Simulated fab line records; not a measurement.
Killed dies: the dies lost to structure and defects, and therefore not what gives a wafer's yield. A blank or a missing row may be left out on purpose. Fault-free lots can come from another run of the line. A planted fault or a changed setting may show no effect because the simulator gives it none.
The tool behind it: which one? + flow berkeley-cmos170 + Sampling: 14 lots, 42 wafers, 5 of 331 route steps

WHAT EACH GAUGE READ, for each wafer
UCB170_NWELL_THK_MEAS_02.
| lot  | measured    | on            | NWELL_OXIDE_THK (nm) |
|------|-------------|---------------|----------------------|
| L473 | day 2 06:13 | film-metro-03 | 26.4 26.1 26.7       |
| L474 | day 2 10:58 | film-metro-02 | 26.1 26.4 26.5       |
| L475 | day 2 18:37 | film-metro-04 | 26.4 26.2 26.4       |
| L476 | day 2 18:37 | film-metro-03 | 26.5 26.5 26.9       |
| L478 | day 3 05:09 | film-metro-03 | 26.5 26.7 26.1       |
| L480 | day 3 10:32 | film-metro-03 | 26.3 26.4 26.4       |
| L479 | day 3 10:33 | film-metro-04 | 26.6 26.9 26.7       |
| L481 | day 3 19:02 | film-metro-03 | 26.7 26.5 26.7       |
| L483 | day 4 08:54 | film-metro-02 | 26.2 26.6 26.3       |
| L485 | day 4 23:15 | film-metro-04 | 27.1 26.7 26.7       |
| L488 | day 5 06:06 | film-metro-03 | 25.7 26.2 25.7       |
| L493 | day 6 08:08 | film-metro-02 | 26.3 26.2 26.0       |
| L494 | day 6 12:10 | film-metro-02 | 26.5 27.1 26.8       |
| L495 | day 6 19:13 | film-metro-04 | 27.0 26.9 26.9       |

UCB170_GATE_OVL_MEAS_13.
| lot  | measured     | on         | GATE_OVL (nm) |
|------|--------------|------------|---------------|
| L473 | day 7 05:25  | overlay-02 | 5 -3 6        |
| L474 | day 7 05:39  | overlay-01 | -5 -14 -2     |
| L475 | day 7 11:34  | overlay-01 | -8 0 -4       |
| L476 | day 7 12:02  | overlay-02 | -2 6 0        |
| L478 | day 8 22:17  | overlay-02 | 1 -2 6        |
| L480 | day 8 22:33  | overlay-01 | -3 -4 -7      |
| L479 | day 8 22:45  | overlay-01 | -10 -3 -12    |
| L481 | day 8 22:52  | overlay-01 | -1 2 6        |
| L483 | day 10 00:02 | overlay-02 | -12 -10 -5    |
| L485 | day 10 05:29 | overlay-02 | 3 -6 -2       |
| L488 | day 10 05:42 | overlay-01 | -1 -2 -2      |
| L493 | day 11 08:04 | overlay-01 | -1 -10 -5     |
| L494 | day 12 04:46 | overlay-02 | -8 -3 -5      |
| L495 | day 12 04:46 | overlay-01 | 3 7 5         |

UCB170_M3_BOW_MEAS_20.
| lot  | measured     | on            | M3_BOW (um) |
|------|--------------|---------------|-------------|
| L473 | day 8 20:55  | film-metro-01 | 29 38 26    |
| L474 | day 8 17:00  | film-metro-01 | 25 27 30    |
| L475 | day 9 08:13  | film-metro-04 | 36 36 46    |
| L476 | day 9 07:37  | film-metro-01 | 40 25 28    |
| L478 | day 10 17:08 | film-metro-01 | 36 30 44    |
| L480 | day 10 17:24 | film-metro-04 | 39 34 37    |
| L479 | day 10 17:17 | film-metro-03 | 31 53 37    |
| L481 | day 10 17:52 | film-metro-01 | 35 37 32    |
| L483 | day 11 12:49 | film-metro-01 | 37 35 32    |
| L485 | day 11 19:13 | film-metro-04 | 37 44 46    |
| L488 | day 11 19:46 | film-metro-01 | 36 18 41    |
| L493 | day 13 01:47 | film-metro-04 | 36 27 34    |
| L494 | day 13 17:07 | film-metro-03 | 31 30 31    |
| L495 | day 13 17:07 | film-metro-01 | 49 34 34    |

WHAT TOOL EACH LOT RAN ON (gives the tool, then ch and the chambers of the sampled wafers, and finally the start)
| lot  | UCB170_M2_METAL_ETCH_18           | UCB170_M2_STRIP_19                   |
|------|-----------------------------------|--------------------------------------|
| L473 | rie-metal-04 ch 0,1, day 8 14:47  | plasma-asher-01 ch 0,1, day 8 14:59  |
| L474 | rie-metal-01 ch 0,1, day 8 11:35  | plasma-asher-02 ch 0,1, day 8 11:46  |
| L475 | rie-metal-01 ch 0,1, day 8 22:52  | plasma-asher-01 ch 0,1, day 8 23:03  |
| L476 | rie-metal-04 ch 1, day 8 22:35    | plasma-asher-04 ch 0, day 8 22:46    |
| L478 | rie-metal-01 ch 0,1, day 10 08:37 | plasma-asher-01 ch 0,1, day 10 08:49 |
| L480 | rie-metal-04 ch 0,1, day 10 08:55 | plasma-asher-01 ch 0,1, day 10 09:06 |
| L479 | rie-metal-01 ch 0,1, day 10 09:15 | plasma-asher-02 ch 0,1, day 10 09:25 |
| L481 | rie-metal-03 ch 1, day 10 09:56   | plasma-asher-04 ch 0,1, day 10 10:08 |
| L483 | rie-metal-03 ch 0,1, day 11 06:22 | plasma-asher-02 ch 0,1, day 11 06:34 |
| L485 | rie-metal-03 ch 0,1, day 11 13:41 | plasma-asher-02 ch 0,1, day 11 13:52 |
| L488 | rie-metal-04 ch 0, day 11 13:48   | plasma-asher-01 ch 0,1, day 11 13:59 |
| L493 | rie-metal-04 ch 0,1, day 12 20:15 | plasma-asher-01 ch 0,1, day 12 20:26 |
| L494 | rie-metal-01 ch 0,1, day 13 09:25 | plasma-asher-01 ch 0,1, day 13 09:36 |
| L495 | rie-metal-04 ch 0,1, day 13 10:34 | plasma-asher-01 ch 0,1, day 13 10:45 |
- UCB170_M2_METAL_ETCH_18: etches Al in Cl2/BCl3, stops on SiO2, target depth 1170 nm, time 195 s.
- UCB170_M2_STRIP_19: strips in O2.

AS READ BY THE TOOLS THEMSELVES (means over the sampled wafers that have a number; for cases with no such wafer, the mark the record gives instead)
UCB170_M2_METAL_ETCH_18.
| lot  | tool         | bcl3-flow-sccm (sccm) | drypump-motor-current-A (A) | mfc-cl2-sccm (sccm) | oes-product-au (a.u.) | throttle-valve-pct (%) |
|------|--------------|-----------------------|-----------------------------|---------------------|-----------------------|------------------------|
| L473 | rie-metal-04 | 44.87                 | 5.70                        | 89.87               | 0.874                 | 24.0                   |
| L474 | rie-metal-01 | 44.82                 | 5.18                        | 89.53               | 0.862                 | 24.3                   |
| L475 | rie-metal-01 | 44.97                 | 5.30                        | 89.88               | 0.855                 | 24.2                   |
| L476 | rie-metal-04 | 44.73                 | 5.40                        | 89.83               | 0.844                 | 24.0                   |
| L478 | rie-metal-01 | 44.94                 | 5.29                        | 89.92               | 0.858                 | 24.2                   |
| L480 | rie-metal-04 | 44.97                 | 5.56                        | 90.10               | 0.854                 | 24.0                   |
| L479 | rie-metal-01 | 44.97                 | 5.29                        | 89.96               | 0.863                 | 24.2                   |
| L481 | rie-metal-03 | 44.94                 | 5.36                        | 90.44               | 0.874                 | 24.8                   |
| L483 | rie-metal-03 | 45.19                 | 5.65                        | 89.93               | 0.779                 | 24.7                   |
| L485 | rie-metal-03 | 45.04                 | 5.50                        | 89.99               | 0.787                 | 24.7                   |
| L488 | rie-metal-04 | 44.97                 | 5.86                        | 90.19               | 0.859                 | 24.0                   |
| L493 | rie-metal-04 | 45.01                 | 5.70                        | 89.89               | 0.861                 | 24.0                   |
| L494 | rie-metal-01 | 44.92                 | 5.17                        | 90.21               | 0.862                 | 24.3                   |
| L495 | rie-metal-04 | 45.10                 | 5.55                        | 90.07               | 0.859                 | 24.0                   |

UCB170_M2_STRIP_19.
| lot  | tool            | drypump-motor-current-A (A) | o2-flow-sccm (sccm) | oes-product-au (a.u.) |
|------|-----------------|-----------------------------|---------------------|-----------------------|
| L473 | plasma-asher-01 | 6.0                         | 399.5               | 0.554                 |
| L474 | plasma-asher-02 | 5.2                         | 399.7               | 0.526                 |
| L475 | plasma-asher-01 | 6.0                         | 399.7               | 0.517                 |
| L476 | plasma-asher-04 | 5.1                         | 399.0               | 0.526                 |
| L478 | plasma-asher-01 | 5.8                         | 399.8               | 0.521                 |
| L480 | plasma-asher-01 | 5.8                         | 400.0               | 0.540                 |
| L479 | plasma-asher-02 | 5.3                         | 400.1               | 0.517                 |
| L481 | plasma-asher-04 | 5.4                         | 400.1               | 0.562                 |
| L483 | plasma-asher-02 | 5.3                         | 399.2               | 0.411                 |
| L485 | plasma-asher-02 | 5.2                         | 399.9               | 0.418                 |
| L488 | plasma-asher-01 | 5.8                         | 400.3               | 0.564                 |
| L493 | plasma-asher-01 | 5.8                         | 399.4               | 0.562                 |
| L494 | plasma-asher-01 | 6.0                         | 399.8               | 0.518                 |
| L495 | plasma-asher-01 | 6.0                         | 399.2               | 0.535                 |

THE ANSWER, worked out from the rows above alone
Rule: the usual values come from the lots themselves. The widest of any qualifying gaps counts: lots, ordered by their means at a reading, are off when they make up no more than a third of the lots, leave a main group of 4 or more, and stand apart from it by 3 or more times the standard deviation of that group's means. The tables above print the reading to a certain number of digits; a main group whose means all agree to those digits is not used. Also off: a lot with no number at a reading for which 4 or more lots have one. Any other lot the step has rows for is counted as sound. Order of review: gauges by route order, followed by the tools' own readings, for which a lot's mean as printed above is used. At the first step where some lot is off, the reading lying furthest off is the one used; lots without a number count as furthest.
Off: L483, L485 (UCB170_M2_METAL_ETCH_18, oes-product-au). For the main group the mean is 0.860 a.u. and the standard deviation 0.0078.
A tool fits if, at that step or a process step before it, it ran every lot that is off, and no sound lot after the first of them. One fits: UCB170_M2_METAL_ETCH_18 on rie-metal-03. A fault onset in the window from L481 (day 10 09:56, its last sound lot) to L483 (day 11 06:22, its first lot off) fits.
On the lots that are off, the tool's own readings at UCB170_M2_METAL_ETCH_18 differ by more than 5 times the standard deviation of the sound lots' means, which bears it out; oes-product-au reads 0.783 a.u. there versus 0.860 a.u. on the sound lots.

WHAT WAS PUT IN BY THE SIMULATOR
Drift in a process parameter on rie-metal-03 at UCB170_M2_METAL_ETCH_18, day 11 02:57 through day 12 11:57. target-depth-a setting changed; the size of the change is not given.
Shown lots that were struck: L483, L485. The rule above reached the same finding.
